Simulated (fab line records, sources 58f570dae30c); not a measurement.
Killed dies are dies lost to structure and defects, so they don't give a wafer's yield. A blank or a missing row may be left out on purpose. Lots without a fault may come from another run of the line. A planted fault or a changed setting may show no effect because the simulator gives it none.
Which tool did it? | flow berkeley_cmos170 | 7 lots, 21 wafers sampled, at 3 steps of a route of 331

WHAT THE GAUGES READ, wafer by wafer
UCB170_NLDD_TW_MEAS_11.
lot  | measured     | on            | NLDD_TW
L133 | day 7 02:40  | film_metro-01 | 2223 2229 2232
L134 | day 7 13:44  | film_metro-04 | 2259 2245 2255
L141 | day 7 23:34  | film_metro-01 | 2252 2246 2249
L143 | day 8 18:55  | film_metro-01 | 2034 2027 2021 2025 2034 2030
L146 | day 9 10:34  | film_metro-01 | 2232 2214 2226
L148 | day 9 12:18  | film_metro-03 | 2228 2221 2221
L150 | day 10 08:31 | film_metro-04 | 2250 2249 2241

WHICH TOOL RAN EACH LOT (tool, then ch and the chambers of the sampled wafers, then the start)
lot  | UCB170_GATE_ETCH_14               | UCB170_NLDD_IMPLANT_08
L133 | rie_diel-04 ch 1,2,3, day 6 22:43 | implanter-03 ch 0, day 7 02:16
L134 | rie_diel-01 ch 1,2,3, day 7 06:56 | implanter-02 ch 0, day 7 13:20
L141 | rie_diel-01 ch 0,2,3, day 7 18:27 | implanter-01 ch 0, day 7 23:10
L143 | rie_diel-03 ch 1,2, day 8 13:31   | implanter-01 ch 0, day 8 18:31
L146 | rie_diel-04 ch 2,3, day 8 22:57   | implanter-02 ch 0, day 9 10:10
L148 | rie_diel-03 ch 0,2,3, day 9 06:31 | implanter-03 ch 0, day 9 11:52
L150 | rie_diel-01 ch 0,1, day 10 04:29  | implanter-02 ch 0, day 10 08:07
- UCB170_GATE_ETCH_14: etches BARC in N2/H2.
- UCB170_NLDD_IMPLANT_08

THE ANSWER, worked out from the rows above alone
Rule: what is usual is taken from the lots themselves. Put in order of their means at a reading, lots are off if they are a third of the lots or fewer, leave a main group of 4 or more, and stand apart from it by a gap of 3 or more times the standard deviation of the main group's means; of several such gaps the widest counts. A main group whose means are all the same, to the digits that the tables above print for the reading, isn't used. A lot without any number at a reading at which 4 lots or more have one is off too. The other lots that the step has rows for count as sound.
Off: L143, at UCB170_NLDD_TW_MEAS_11 (NLDD_TW). The main group: mean 2237, standard deviation 12.
A tool fits if, at a process step before that reading, it ran every lot that is off, and no sound lot after the first of them. The gauges at UCB170_NLDD_TW_MEAS_11 are tried like those tools. One fits: implanter-01 at UCB170_NLDD_IMPLANT_08. Its last sound lot is L141 (day 7 23:10), its first lot that is off L143 (day 8 18:31): a fault that began between those two fits.

WHAT THE SIMULATOR HAD PUT IN
Process parameter drift: implanter-01, from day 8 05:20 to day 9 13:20, at UCB170_NLDD_IMPLANT_08. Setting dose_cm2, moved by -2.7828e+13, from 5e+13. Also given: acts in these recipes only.
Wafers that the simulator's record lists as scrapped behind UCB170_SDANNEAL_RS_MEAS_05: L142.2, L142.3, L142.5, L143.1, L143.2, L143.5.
Lots struck among those shown: L143. The rule above found the same.
